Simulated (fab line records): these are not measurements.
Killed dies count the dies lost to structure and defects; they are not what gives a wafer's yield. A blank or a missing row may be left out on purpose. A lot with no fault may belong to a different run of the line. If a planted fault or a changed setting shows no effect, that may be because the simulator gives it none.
A struck lot beside a sound one || flow berkeley-cmos170 || 16 out of 331 route steps
Sound: wafers L529.2, L529.3, L529.4. Wafers struck: L543.1, L543.5, L543.6. The cause is given at the end.
Per side, at each step with rows, come the tool, then ch with its chambers, and then its first start. Under that, the readings that differ: sound wafers || struck wafers || difference of the means || sigmas: that difference in standard deviations of wafers without a fault.
alike: a reading whose means differ by less than 2 such deviations, as well as words and numbers matching on both sides. not compared: withheld readings; readings where some wafer has no value; bounds like >300 that might hide an equal value; numbers whose values overlap and for which the record gives no deviation.
The two part at a step that has a row with sigmas, a row that says differs or no value, or rows on one side only. When numbers do not overlap yet have no deviation, they are printed without sigmas and do not part them. A reading that every wafer of one side lacks parts them only if that side has two wafers or more.

first, 6 steps without rows for these wafers: UCB170_M2_COAT_09; UCB170_M2_COAT_10 (resist thk 900 nm); UCB170_M2_SOFTBAKE_11 (time 60 s); UCB170_M2_EXPOSE_12 (exposes mask METAL2, target cd 700 nm); UCB170_M2_PEB_13; UCB170_M2_DEVELOP_14 (develop time 45 s).
UCB170_M2_CD_MEAS_15: the cd target is 700 nm.
  sound on cd-sem-02 at day 8 17:12; struck on cd-sem-01 at day 11 21:39
  alike: cd-nm
UCB170_M2_OVL_MEAS_16:
  sound on overlay-02 at day 8 17:19; struck on overlay-02 at day 11 21:46
  alike: M2_OVL
UCB170_M2_ETCH_17: etches BARC in N2/H2.
  sound on rie-diel-01 ch 0,1,2, day 8 17:20; struck on rie-diel-02 ch 0,3, day 11 21:48
  alike: drypump-motor-current-A, oes-product-au, throttle-valve-pct
UCB170_M2_METAL_ETCH_18: etches Al in Cl2/BCl3, stops on SiO2, target depth 1170 nm, time 195 s.
  sound on rie-metal-04 ch 0,1, day 8 17:23; struck on rie-metal-03 ch 0,1, day 11 21:51
{"reading": "oes-product-au (a.u.)", "sound": "0.852 0.848 0.844", "struck": "0.869 0.861 0.867", "difference": "+0.018", "sigmas": "+2"}
  alike: bcl3-flow-sccm, drypump-motor-current-A, throttle-valve-pct
  not compared: rf-hours-counter-h
UCB170_M2_STRIP_19: strips in O2.
  sound on plasma-asher-01 ch 0,1, day 8 17:34; struck on plasma-asher-01 ch 0,1, day 11 22:02
  alike: drypump-motor-current-A, oes-product-au
  not compared: rf-hours-counter-h
UCB170_M2_CD_MEAS_90: the cd target is 700 nm.
  sound on cd-sem-01 at day 8 17:41; struck on cd-sem-01 at day 11 22:08
  alike: cd-nm
UCB170_V2_CVD_00: deposits SiO2 from TEOS/O2, target thk 2000 nm, time 250 s.
  sound on pecvd-02 ch 0,2, day 8 17:47; struck on pecvd-02 ch 0,1, day 11 22:15
{"reading": "model.SiO2_of_V2_CVD_00.thk-nm (nm)", "sound": "1980 2002 2024", "struck": "2089 2121 2123", "difference": "+109", "sigmas": ""}
  alike: heater-power-w
  not compared: since-wet-clean-h
UCB170_V2_THK_MEAS_01:
  sound on film-metro-01 at day 8 17:57; struck on film-metro-01 at day 11 22:43
{"reading": "V2_TEOS_THK (nm)", "sound": "1980 2001 2024", "struck": "2088 2122 2125", "difference": "+110", "sigmas": "+4"}
  not compared: hold
UCB170_V2_CMP_02: polishes SiO2.
  sound on cmp-02 ch 1,2,3, day 8 18:00; struck on cmp-01 ch 0,1,3, day 12 04:36
{"reading": "hold", "sound": "- - -", "struck": "await-dispo/5.7h/release await-dispo/5.7h/release await-dispo/5.7h/release", "difference": "no value on the sound wafers", "sigmas": ""}
  alike: motor-current-A, retaining-ring-pressure-frac
UCB170_M3_PROBE_99:
  rows exist in the record for the struck wafers here (prober-01, day 12 09:20), but not for the sound ones

WHERE THEY PART
At UCB170_M2_METAL_ETCH_18 first; at UCB170_M3_PROBE_99 last (within this record only).

WHY: whatever the simulator had introduced
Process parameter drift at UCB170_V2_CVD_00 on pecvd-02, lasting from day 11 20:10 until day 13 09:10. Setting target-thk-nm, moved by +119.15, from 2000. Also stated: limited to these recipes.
